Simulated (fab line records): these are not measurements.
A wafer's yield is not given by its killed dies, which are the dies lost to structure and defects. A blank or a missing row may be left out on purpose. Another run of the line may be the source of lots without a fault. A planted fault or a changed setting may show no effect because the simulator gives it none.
Chamber matching -- flow berkeley_cmos170 -- UCB170_V2_ETCH_14 on rie_diel-04 has 4 sister chambers
The step etches SiO2 in CHF3/CF4/Ar, stops on Al, target depth 1250 nm, time 291 s. 20 wafers are shown with their chamber, then 10 later ones without.

WAFERS, EACH WITH ITS CHAMBER
wafer,chamber,throttle_valve_pct (%),drypump_motor_current_A (A),oes_product_au (a.u.)
L076.1,0,6.84,6.4,0.867
L076.2,3,6.98,5.5,0.890
L076.6,2,7.06,5.8,0.877
L075.2,1,6.75,5.5,0.863
L075.4,0,6.85,6.3,0.868
L075.5,2,7.06,5.8,0.883
L078.1,0,6.86,6.3,0.871
L078.2,2,7.05,5.8,0.881
L078.3,3,6.97,5.5,0.889
L081.3,1,6.74,5.4,0.870
L081.5,1,6.76,5.4,0.872
L081.6,2,7.05,5.8,0.885
L085.1,0,6.85,6.3,0.872
L085.3,2,7.05,5.8,0.880
L085.5,2,7.06,5.9,0.890
L086.3,2,7.07,5.8,0.882
L086.4,0,6.86,6.3,0.873
L086.6,0,6.86,6.3,0.869
L083.2,0,6.86,6.3,0.874
L083.3,2,7.06,5.8,0.883

SIGNATURES (means of the wafers above)
reading,chamber 0,chamber 1,chamber 2,chamber 3,scatter within a chamber
throttle_valve_pct,6.8543,6.7500,7.0575,6.9750,0.00779
drypump_motor_current_A,6.314,5.433,5.812,5.500,0.0387
oes_product_au,0.87057,0.86833,0.88262,0.88950,0.00343
Rule: distance of a wafer from a chamber = root of the sum over the readings of ((wafer's reading minus chamber's mean) / reading's scatter) squared. The wafer belongs to the nearest chamber; if the next one is less than 2 further off, it can't be placed. The scatter: the root of (the sum of the squares of (reading less its chamber's mean) over the shown wafers, divided by (wafers less chambers)).

WAFERS WHOSE CHAMBER IS MISSING
wafer,throttle_valve_pct (%),drypump_motor_current_A (A),oes_product_au (a.u.)
L083.6,6.86,6.3,0.876
L093.1,6.88,6.3,0.875
L093.2,6.97,5.5,0.860
L093.5,7.05,5.8,0.879
L097.1,7.05,5.9,0.876
L097.2,6.96,5.5,0.853
L097.3,6.86,6.3,0.875
L096.1,6.85,6.3,0.869
L096.3,7.05,5.8,0.884
L096.4,6.96,5.5,0.865

WHICH CHAMBER EACH WENT THROUGH
wafer,from the rows above,in truth
L083.6,0,0
L093.1,0,0
L093.2,3,3
L093.5,2,2
L097.1,2,2
L097.2,3,3
L097.3,0,0
L096.1,0,0
L096.3,2,2
L096.4,3,3
10 of 10 placed correctly. Number that these rows cannot place: 0. 0 placed wrongly.
